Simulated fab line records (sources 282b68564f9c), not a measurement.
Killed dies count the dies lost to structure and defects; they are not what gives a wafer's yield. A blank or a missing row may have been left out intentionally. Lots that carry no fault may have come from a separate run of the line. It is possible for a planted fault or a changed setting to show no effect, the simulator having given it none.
Struck lot and sound lot, side by side + flow rit cmos + 15 steps out of a route of 202
Sound: the wafers L774.1, L774.2, L774.4. The struck wafers were L778.2, L778.3, L778.5. The cause is named last.
Each step with rows lists, per side, the tool, then ch with its chambers, then its first start. Under that, the readings that differ: sound wafers + struck wafers + difference of the means + sigmas: that difference in standard deviations of wafers without a fault.
alike: readings with means less than 2 such deviations apart, plus words and numbers identical on both sides. not compared: withheld readings, readings lacking a value on some wafer, bounds such as >300 that could conceal the same value, and numbers that have no deviation in the record and whose values overlap.
Wherever a step has rows on one side only, a row that says differs or no value, or a row with sigmas, the two part there. When numbers do not overlap yet have no deviation, they are printed without sigmas and do not part them. A reading that every wafer of one side lacks parts them only if that side has two wafers or more.

first, 1 step without rows for these wafers: RIT_NRETRO_IMPLANT_08.
RIT_NRETRO_STRIP_09: strips in O2, time 180 s.
  sound on plasma asher-04 ch 0,1, day 3 23:16; struck on plasma asher-03 ch 0, day 4 17:08
  alike: drypump motor current A, run length s
  not compared: rf hours counter h
RIT_NRETRO_TW_MEAS_10:
  struck on film metro-02, day 4 17:19; sound on film metro-01, day 3 23:26
| reading   | sound          | struck         | difference | sigmas |
|-----------|----------------|----------------|------------|--------|
| NRETRO_TW | 1055 1050 1052 | 1066 1062 1061 | +11        | +2     |
then, 6 steps without rows for these wafers: RIT_PRETRO_HMDS_00 (prime time 60 s); RIT_PRETRO_COAT_01 (resist thk 1300 nm); RIT_PRETRO_SOFTBAKE_02 (time 60 s); RIT_PRETRO_EXPOSE_03 (exposes mask M5, target cd 43700 nm); RIT_PRETRO_PEB_04; RIT_PRETRO_DEVELOP_05 (develop time 68 s).
RIT_PRETRO_OVL_MEAS_06:
  struck on overlay-02, day 4 18:24; sound on overlay-01, day 4 00:30
  alike: PRETRO_OVL
then, 2 steps without rows for these wafers: RIT_PRETRO_HARDBAKE_07 (time 120 s); RIT_PRETRO_IMPLANT_08.
RIT_PRETRO_STRIP_09: strips in O2, time 180 s.
  sound on plasma asher-02 ch 0,1, day 4 00:56; struck on plasma asher-02 ch 0,1, day 4 18:50
| reading                                     | sound             | struck          | difference | sigmas      |
|---------------------------------------------|-------------------|-----------------|------------|-------------|
| run length s (s)                            | 208.8 208.0 208.4 | 27.6 27.0 27.1  | -181.2     | -99 or more |
| model.NOVOLAK_of_PRETRO_COAT_01.thk nm (nm) | 0 0 0             | 674.4 673 674.8 | +674.1     |             |
  alike: drypump motor current A
  not compared: rf hours counter h
RIT_PRETRO_TW_MEAS_10:
  struck on film metro-04, day 4 19:01; sound on film metro-01, day 4 01:07
  alike: PRETRO_TW
RIT_M1_PROBE_99:
  struck on prober-01, day 5 22:35; sound on prober-01, day 5 08:12
| reading             | sound  | struck      | difference | sigmas |
|---------------------|--------|-------------|------------|--------|
| killed at front end | 15 5 7 | 264 264 264 | +255       | +82    |
| killed dies         | 15 5 7 | 264 264 264 | +255       | +82    |
| killed on rim       | 5 1 3  | 70 70 70    | +67        | +52    |
  alike: killed open, killed short

WHERE THEY PART
Earliest at RIT_NRETRO_TW_MEAS_10; latest, in this record, at RIT_M1_PROBE_99.

WHY: what the simulator had put in
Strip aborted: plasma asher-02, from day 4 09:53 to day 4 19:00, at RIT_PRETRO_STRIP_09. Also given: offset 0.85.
